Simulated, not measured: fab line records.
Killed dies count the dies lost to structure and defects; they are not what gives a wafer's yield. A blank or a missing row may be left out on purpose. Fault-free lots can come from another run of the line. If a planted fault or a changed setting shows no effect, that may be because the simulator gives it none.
Split-lot experiment || flow rit-cmos || 5 lots, 23 wafers read, on a route of 202 steps

ABOUT THE SPLIT
At RIT_PLDD_IMPLANT_08, the setting dose-cm2 was moved away from the recipe's 9e+14 on 9 of the 23 wafers read, by -6.1% to +2.8%. For the rest of the wafers, this setting stayed at what the recipe calls for.

FROM SPLIT TO READING: 1 step shown by the file between the two
- RIT_PLDD_STRIP_09: strips in O2, time 180 s

THE READING
PLDD_TW, at RIT_PLDD_TW_MEAS_10. Typical for fault-free wafers on this fab line: 2387, with standard deviation 16.

{"wafer": "L074.1", "tool, chamber at the split": "implanter-03, 0", "dose-cm2 as run": 9e+14, "against the recipe": "recipe", "PLDD_TW": 2388, "against lot-mates on the recipe": "-"}
{"wafer": "L074.2", "tool, chamber at the split": "implanter-03, 0", "dose-cm2 as run": 9e+14, "against the recipe": "recipe", "PLDD_TW": 2378, "against lot-mates on the recipe": "-"}
{"wafer": "L074.4", "tool, chamber at the split": "implanter-03, 0", "dose-cm2 as run": 9e+14, "against the recipe": "recipe", "PLDD_TW": 2385, "against lot-mates on the recipe": "-"}
{"wafer": "L076.1", "tool, chamber at the split": "implanter-03, 0", "dose-cm2 as run": 8.771e+14, "against the recipe": "-2.5%", "PLDD_TW": 2366, "against lot-mates on the recipe": -18}
{"wafer": "L076.2", "tool, chamber at the split": "implanter-03, 0", "dose-cm2 as run": 9e+14, "against the recipe": "recipe", "PLDD_TW": 2390, "against lot-mates on the recipe": "-"}
{"wafer": "L076.4", "tool, chamber at the split": "implanter-03, 0", "dose-cm2 as run": 9e+14, "against the recipe": "recipe", "PLDD_TW": 2384, "against lot-mates on the recipe": "-"}
{"wafer": "L076.5", "tool, chamber at the split": "implanter-03, 0", "dose-cm2 as run": 8.771e+14, "against the recipe": "-2.5%", "PLDD_TW": 2384, "against lot-mates on the recipe": "+0"}
{"wafer": "L076.6", "tool, chamber at the split": "implanter-03, 0", "dose-cm2 as run": 9e+14, "against the recipe": "recipe", "PLDD_TW": 2377, "against lot-mates on the recipe": "-"}
{"wafer": "L078.1", "tool, chamber at the split": "implanter-01, 0", "dose-cm2 as run": 8.467e+14, "against the recipe": "-5.9%", "PLDD_TW": 2354, "against lot-mates on the recipe": -34}
{"wafer": "L078.2", "tool, chamber at the split": "implanter-01, 0", "dose-cm2 as run": 9e+14, "against the recipe": "recipe", "PLDD_TW": 2387, "against lot-mates on the recipe": "-"}
{"wafer": "L078.3", "tool, chamber at the split": "implanter-01, 0", "dose-cm2 as run": 9e+14, "against the recipe": "recipe", "PLDD_TW": 2388, "against lot-mates on the recipe": "-"}
{"wafer": "L078.4", "tool, chamber at the split": "implanter-01, 0", "dose-cm2 as run": 9e+14, "against the recipe": "recipe", "PLDD_TW": 2389, "against lot-mates on the recipe": "-"}
{"wafer": "L078.5", "tool, chamber at the split": "implanter-01, 0", "dose-cm2 as run": 8.467e+14, "against the recipe": "-5.9%", "PLDD_TW": 2351, "against lot-mates on the recipe": -37}
{"wafer": "L084.1", "tool, chamber at the split": "implanter-02, 0", "dose-cm2 as run": 9e+14, "against the recipe": "recipe", "PLDD_TW": 2392, "against lot-mates on the recipe": "-"}
{"wafer": "L084.2", "tool, chamber at the split": "implanter-02, 0", "dose-cm2 as run": 8.452e+14, "against the recipe": "-6.1%", "PLDD_TW": 2369, "against lot-mates on the recipe": -28}
{"wafer": "L084.4", "tool, chamber at the split": "implanter-02, 0", "dose-cm2 as run": 8.452e+14, "against the recipe": "-6.1%", "PLDD_TW": 2345, "against lot-mates on the recipe": -52}
{"wafer": "L084.5", "tool, chamber at the split": "implanter-02, 0", "dose-cm2 as run": 9e+14, "against the recipe": "recipe", "PLDD_TW": 2398, "against lot-mates on the recipe": "-"}
{"wafer": "L084.6", "tool, chamber at the split": "implanter-02, 0", "dose-cm2 as run": 9e+14, "against the recipe": "recipe", "PLDD_TW": 2401, "against lot-mates on the recipe": "-"}
{"wafer": "L085.1", "tool, chamber at the split": "implanter-03, 0", "dose-cm2 as run": 9.248e+14, "against the recipe": "+2.8%", "PLDD_TW": 2405, "against lot-mates on the recipe": "+5"}
{"wafer": "L085.2", "tool, chamber at the split": "implanter-03, 0", "dose-cm2 as run": 9e+14, "against the recipe": "recipe", "PLDD_TW": 2400, "against lot-mates on the recipe": "-"}
{"wafer": "L085.3", "tool, chamber at the split": "implanter-03, 0", "dose-cm2 as run": 9e+14, "against the recipe": "recipe", "PLDD_TW": 2400, "against lot-mates on the recipe": "-"}
{"wafer": "L085.5", "tool, chamber at the split": "implanter-03, 0", "dose-cm2 as run": 9.248e+14, "against the recipe": "+2.8%", "PLDD_TW": 2416, "against lot-mates on the recipe": "+16"}
{"wafer": "L085.6", "tool, chamber at the split": "implanter-03, 0", "dose-cm2 as run": 9.248e+14, "against the recipe": "+2.8%", "PLDD_TW": 2397, "against lot-mates on the recipe": -3}

FIT RESULTS
A straight line over all 23 wafers: PLDD_TW changes by +5.84 for each +1% of dose-cm2; r = +0.89; the points scatter about the line by 8.3.
The same after taking each lot's own level away (the mean of its wafers on the recipe; 23 wafers): +5.37 for each +1%; r = +0.89; scatter 7.5.
On that fit, the largest move of dose-cm2 shifts the reading by 33.
Measured against the standard deviation above, the lots' own levels, which go from 2383.7 to 2400.0, span 1.0 times it.
The two slopes are in agreement: the lot-to-lot level therefore moves the slope only a little.
Check: -36.1 against its lot-mates is what the line predicts for one of the wafers moved furthest among these (-6.1%) when that wafer is left out of the fit. Against them it came out at -28.

OTHER SPLITS APPLIED TO THESE WAFERS
Note: prior to the reading, these wafers also went through further splits. Each is held against what the fit with the lots' levels taken away leaves over:
{"other split on the same wafers": "RIT_ACTIVE_CVD_03 temp-c", "wafers away from the commonest value": 10, "r with PLDD_TW (lot level and that fit taken away)": "+0.03"}
{"other split on the same wafers": "RIT_ACTIVE_HMDS_05 prime-time-s", "wafers away from the commonest value": 5, "r with PLDD_TW (lot level and that fit taken away)": "+0.01"}
{"other split on the same wafers": "RIT_NWELL_IMPLANT_08 dose-cm2", "wafers away from the commonest value": 9, "r with PLDD_TW (lot level and that fit taken away)": -0.03}
{"other split on the same wafers": "RIT_PWELL_COAT_01 spin-rpm", "wafers away from the commonest value": 10, "r with PLDD_TW (lot level and that fit taken away)": "+0.39"}
{"other split on the same wafers": "RIT_PWELL_IMPLANT_08 energy-kev", "wafers away from the commonest value": 7, "r with PLDD_TW (lot level and that fit taken away)": "+0.03"}
{"other split on the same wafers": "RIT_NRETRO_SOFTBAKE_02 temp-c", "wafers away from the commonest value": 10, "r with PLDD_TW (lot level and that fit taken away)": -0.15}
{"other split on the same wafers": "RIT_GATE_COAT_11 spin-rpm", "wafers away from the commonest value": 8, "r with PLDD_TW (lot level and that fit taken away)": -0.20}
{"other split on the same wafers": "RIT_NLDD_COAT_01 spin-rpm", "wafers away from the commonest value": 6, "r with PLDD_TW (lot level and that fit taken away)": -0.17}

FILE'S OWN FIT
PLDD_TW changes by +5.69 for each +1% of dose-cm2, r = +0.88.
